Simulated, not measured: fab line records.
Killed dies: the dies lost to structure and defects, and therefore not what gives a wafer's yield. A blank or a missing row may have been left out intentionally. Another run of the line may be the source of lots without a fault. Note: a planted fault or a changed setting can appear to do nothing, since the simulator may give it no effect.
The tool behind it: which one? :: flow berkeley-cmos170 :: Sampling: 14 lots, 42 wafers, 4 of 331 route steps

WHAT EACH GAUGE READ, for each wafer
UCB170_PSD_CD_MEAS_06: target cd 1200 nm. Usual: cd-nm reads 1200.2 nm (standard deviation 1.7).
lot: L598
measured: day 6 19:26
on: cd-sem-02
cd-nm (nm): 1199.6 1198.3 1198.9
flag: 

lot: L595
measured: day 6 19:56
on: cd-sem-02
cd-nm (nm): 1198.3 1198.0 1198.6
flag: 

lot: L597
measured: day 6 22:10
on: cd-sem-02
cd-nm (nm): 1202.9 1203.5 1204.0
flag: 

lot: L599
measured: day 7 10:44
on: cd-sem-01
cd-nm (nm): 1199.1 1199.3 1199.2
flag: 

lot: L601
measured: day 7 20:41
on: cd-sem-02
cd-nm (nm): 1199.2 1198.9 1199.5
flag: 

lot: L603
measured: day 8 02:43
on: cd-sem-02
cd-nm (nm): 1200.2 1201.4 1201.5
flag: 

lot: L604
measured: day 8 14:55
on: cd-sem-01
cd-nm (nm): 1199.1 1200.3 1199.5
flag: 

lot: L605
measured: day 8 15:13
on: cd-sem-01
cd-nm (nm): 1201.6 1200.1 1199.9
flag: 

lot: L606
measured: day 9 07:07
on: cd-sem-02
cd-nm (nm): 1199.4 1198.8 1198.6
flag: 

lot: L607
measured: day 9 18:39
on: cd-sem-01
cd-nm (nm): 1200.5 1201.2 1200.3
flag: 

lot: L616
measured: day 10 21:05
on: cd-sem-02
cd-nm (nm): 1200.1 1200.3 1199.5
flag: 

lot: L615
measured: day 10 21:29
on: cd-sem-01
cd-nm (nm): 1199.6 1199.9 1199.3
flag: 

lot: L617
measured: day 11 06:09
on: cd-sem-01
cd-nm (nm): 1203.2 1204.2 1202.1
flag: 

lot: L618
measured: day 11 10:28
on: cd-sem-01
cd-nm (nm): 1201.1 1198.6 1200.8
flag: 

UCB170_M2_OVL_MEAS_16. Usual: M2_OVL typically reads 1 nm, with standard deviation 7.1.
lot: L598
measured: day 7 20:29
on: overlay-01
M2_OVL (nm): 21 6 15
flag: 

lot: L595
measured: day 7 20:09
on: overlay-02
M2_OVL (nm): -1 -2 -1
flag: 

lot: L597
measured: day 7 23:26
on: overlay-01
M2_OVL (nm): -4 4 -3
flag: 

lot: L599
measured: day 8 12:56
on: overlay-02
M2_OVL (nm): 3 0 -1
flag: 

lot: L601
measured: day 8 19:19
on: overlay-02
M2_OVL (nm): -3 -11 0
flag: 

lot: L603
measured: day 8 22:46
on: overlay-01
M2_OVL (nm): 1 4 -2
flag: 

lot: L604
measured: day 9 13:01
on: overlay-02
M2_OVL (nm): -4 -4 -8
flag: 

lot: L605
measured: day 9 12:47
on: overlay-01
M2_OVL (nm): 8 1 -1
flag: 

lot: L606
measured: day 10 08:27
on: overlay-02
M2_OVL (nm): 7 6 5
flag: 

lot: L607
measured: day 10 14:28
on: overlay-02
M2_OVL (nm): 5 7 6
flag: 

lot: L616
measured: day 11 18:41
on: overlay-02
M2_OVL (nm): 8 10 10
flag: 

lot: L615
measured: day 11 18:13
on: overlay-02
M2_OVL (nm): -11 -6 -7
flag: 

lot: L617
measured: day 12 03:28
on: overlay-02
M2_OVL (nm): 6 3 4
flag: 

lot: L618
measured: day 12 06:58
on: overlay-01
M2_OVL (nm): -2 -4 -1
flag: 

EACH LOT AND THE TOOL THAT RAN IT (in order: tool; ch and the chambers of the sampled wafers; start)
lot: L598
UCB170_M1_ETCH_11: rie-diel-03 ch 0,2,3, day 7 10:26
UCB170_V1_ETCH_14: rie-diel-01 ch 0,1,3, day 7 16:46

lot: L595
UCB170_M1_ETCH_11: rie-diel-01 ch 0,3, day 7 11:16
UCB170_V1_ETCH_14: rie-diel-02 ch 2,3, day 7 16:32

lot: L597
UCB170_M1_ETCH_11: rie-diel-04 ch 0,2,3, day 7 13:14
UCB170_V1_ETCH_14: rie-diel-02 ch 0,1,3, day 7 19:31

lot: L599
UCB170_M1_ETCH_11: rie-diel-01 ch 2,3, day 8 02:34
UCB170_V1_ETCH_14: rie-diel-04 ch 0,1,2, day 8 10:23

lot: L601
UCB170_M1_ETCH_11: rie-diel-03 ch 0,3, day 8 09:02
UCB170_V1_ETCH_14: rie-diel-01 ch 0,1,2, day 8 16:41

lot: L603
UCB170_M1_ETCH_11: rie-diel-03 ch 0,1,3, day 8 13:53
UCB170_V1_ETCH_14: rie-diel-04 ch 1,2,3, day 8 20:09

lot: L604
UCB170_M1_ETCH_11: rie-diel-04 ch 2,3, day 9 03:11
UCB170_V1_ETCH_14: rie-diel-04 ch 1,2, day 9 10:28

lot: L605
UCB170_M1_ETCH_11: rie-diel-01 ch 2,3, day 9 01:44
UCB170_V1_ETCH_14: rie-diel-01 ch 1,2,3, day 9 10:20

lot: L606
UCB170_M1_ETCH_11: rie-diel-01 ch 1,2,3, day 9 19:23
UCB170_V1_ETCH_14: rie-diel-04 ch 1,2,3, day 10 05:04

lot: L607
UCB170_M1_ETCH_11: rie-diel-03 ch 1,2, day 10 07:05
UCB170_V1_ETCH_14: rie-diel-04 ch 0,2,3, day 10 11:40

lot: L616
UCB170_M1_ETCH_11: rie-diel-03 ch 0,1,3, day 11 07:38
UCB170_V1_ETCH_14: rie-diel-01 ch 0,1,3, day 11 16:07

lot: L615
UCB170_M1_ETCH_11: rie-diel-04 ch 2,3, day 11 08:53
UCB170_V1_ETCH_14: rie-diel-02 ch 0,3, day 11 15:47

lot: L617
UCB170_M1_ETCH_11: rie-diel-04 ch 2,3, day 11 16:45
UCB170_V1_ETCH_14: rie-diel-02 ch 2,3, day 12 00:25

lot: L618
UCB170_M1_ETCH_11: rie-diel-01 ch 1,2,3, day 11 21:33
UCB170_V1_ETCH_14: rie-diel-01 ch 0,1, day 12 03:26
- UCB170_M1_ETCH_11: etches BARC in N2/H2.
- UCB170_V1_ETCH_14: etches SiO2 in CHF3/CF4/Ar, stops on Al, target depth 1250 nm, time 291 s.

WHAT THE TOOLS THEMSELVES READ (means of the sampled wafers that have a number; where no wafer has one, the mark that the record gives instead)
UCB170_M1_ETCH_11. Usual: drypump-motor-current-A 5.8 A, standard deviation 0.57; oes-product-au 0.999 a.u., standard deviation 0.027; throttle-valve-pct 13.27 %, standard deviation 0.16.
lot: L598
tool: rie-diel-03
drypump-motor-current-A (A): 5.7
oes-product-au (a.u.): 1.000
throttle-valve-pct (%): 13.24
flag: 

lot: L595
tool: rie-diel-01
drypump-motor-current-A (A): 5.2
oes-product-au (a.u.): 0.989
throttle-valve-pct (%): 13.24
flag: 

lot: L597
tool: rie-diel-04
drypump-motor-current-A (A): 6.6
oes-product-au (a.u.): 1.035
throttle-valve-pct (%): 13.41
flag: 

lot: L599
tool: rie-diel-01
drypump-motor-current-A (A): 5.4
oes-product-au (a.u.): 0.990
throttle-valve-pct (%): 13.31
flag: 

lot: L601
tool: rie-diel-03
drypump-motor-current-A (A): 5.7
oes-product-au (a.u.): 1.003
throttle-valve-pct (%): 13.07
flag: 

lot: L603
tool: rie-diel-03
drypump-motor-current-A (A): 5.5
oes-product-au (a.u.): 0.994
throttle-valve-pct (%): 13.13
flag: 

lot: L604
tool: rie-diel-04
drypump-motor-current-A (A): 6.7
oes-product-au (a.u.): 1.036
throttle-valve-pct (%): 13.48
flag: 

lot: L605
tool: rie-diel-01
drypump-motor-current-A (A): 5.4
oes-product-au (a.u.): 0.992
throttle-valve-pct (%): 13.32
flag: 

lot: L606
tool: rie-diel-01
drypump-motor-current-A (A): 5.4
oes-product-au (a.u.): 0.997
throttle-valve-pct (%): 13.32
flag: 

lot: L607
tool: rie-diel-03
drypump-motor-current-A (A): 5.6
oes-product-au (a.u.): 0.976
throttle-valve-pct (%): 13.33
flag: 

lot: L616
tool: rie-diel-03
drypump-motor-current-A (A): 5.5
oes-product-au (a.u.): 1.000
throttle-valve-pct (%): 13.13
flag: 

lot: L615
tool: rie-diel-04
drypump-motor-current-A (A): 6.8
oes-product-au (a.u.): 1.024
throttle-valve-pct (%): 13.37
flag: 

lot: L617
tool: rie-diel-04
drypump-motor-current-A (A): 6.8
oes-product-au (a.u.): 1.033
throttle-valve-pct (%): 13.38
flag: 

lot: L618
tool: rie-diel-01
drypump-motor-current-A (A): 5.4
oes-product-au (a.u.): 0.987
throttle-valve-pct (%): 13.31
flag: 

UCB170_V1_ETCH_14. Usual: CHF3_flow_sccm 45.01 sccm, standard deviation 0.14; drypump-motor-current-A 5.9 A, standard deviation 0.59; oes-product-au 0.878 a.u., standard deviation 0.0088; throttle-valve-pct 6.97 %, standard deviation 0.092.
lot: L598
tool: rie-diel-01
CHF3_flow_sccm (sccm): 45.00
drypump-motor-current-A (A): 5.2
oes-product-au (a.u.): 0.880
throttle-valve-pct (%): 6.97
flag: 

lot: L595
tool: rie-diel-02
CHF3_flow_sccm (sccm): 45.03
drypump-motor-current-A (A): 6.4
oes-product-au (a.u.): 0.878
throttle-valve-pct (%): 7.00
flag: 

lot: L597
tool: rie-diel-02
CHF3_flow_sccm (sccm): 44.93
drypump-motor-current-A (A): 6.0
oes-product-au (a.u.): 0.882
throttle-valve-pct (%): 6.91
flag: 

lot: L599
tool: rie-diel-04
CHF3_flow_sccm (sccm): 45.01
drypump-motor-current-A (A): 6.2
oes-product-au (a.u.): 0.881
throttle-valve-pct (%): 7.02
flag: 

lot: L601
tool: rie-diel-01
CHF3_flow_sccm (sccm): 45.14
drypump-motor-current-A (A): 5.5
oes-product-au (a.u.): 0.868
throttle-valve-pct (%): 6.97
flag: 

lot: L603
tool: rie-diel-04
CHF3_flow_sccm (sccm): 44.92
drypump-motor-current-A (A): 6.3
oes-product-au (a.u.): 0.879
throttle-valve-pct (%): 7.00
flag: 

lot: L604
tool: rie-diel-04
CHF3_flow_sccm (sccm): 44.94
drypump-motor-current-A (A): 5.9
oes-product-au (a.u.): 0.879
throttle-valve-pct (%): 7.01
flag: 

lot: L605
tool: rie-diel-01
CHF3_flow_sccm (sccm): 44.94
drypump-motor-current-A (A): 5.4
oes-product-au (a.u.): 0.873
throttle-valve-pct (%): 7.03
flag: 

lot: L606
tool: rie-diel-04
CHF3_flow_sccm (sccm): 45.04
drypump-motor-current-A (A): 6.3
oes-product-au (a.u.): 0.894
throttle-valve-pct (%): 7.01
flag: 

lot: L607
tool: rie-diel-04
CHF3_flow_sccm (sccm): 44.89
drypump-motor-current-A (A): 6.5
oes-product-au (a.u.): 0.902
throttle-valve-pct (%): 7.01
flag: 

lot: L616
tool: rie-diel-01
CHF3_flow_sccm (sccm): 45.11
drypump-motor-current-A (A): 5.2
oes-product-au (a.u.): 0.877
throttle-valve-pct (%): 6.97
flag: 

lot: L615
tool: rie-diel-02
CHF3_flow_sccm (sccm): 44.93
drypump-motor-current-A (A): 6.2
oes-product-au (a.u.): 0.881
throttle-valve-pct (%): 7.02
flag: 

lot: L617
tool: rie-diel-02
CHF3_flow_sccm (sccm): 45.09
drypump-motor-current-A (A): 6.4
oes-product-au (a.u.): 0.884
throttle-valve-pct (%): 7.00
flag: 

lot: L618
tool: rie-diel-01
CHF3_flow_sccm (sccm): 44.99
drypump-motor-current-A (A): 5.2
oes-product-au (a.u.): 0.875
throttle-valve-pct (%): 6.99
flag: 

THE ANSWER, worked out from the rows above alone
Rule: lot off if the mean of its wafers having a number is beyond 3 standard deviations from the usual mean. A lot without any number at a reading at which 4 lots or more have one is off too. Any other lot the step has rows for is counted as sound. First the gauges in route order, then the tools' own readings, where a lot's mean is used as printed above. The first step at which some lot is off is used, and at that step the reading that is off furthest; a lot without a number counts as furthest.
Across all readings shown, no lot is off: no conclusion can be drawn from this.

WHAT HAD BEEN PUT IN BY THE SIMULATOR
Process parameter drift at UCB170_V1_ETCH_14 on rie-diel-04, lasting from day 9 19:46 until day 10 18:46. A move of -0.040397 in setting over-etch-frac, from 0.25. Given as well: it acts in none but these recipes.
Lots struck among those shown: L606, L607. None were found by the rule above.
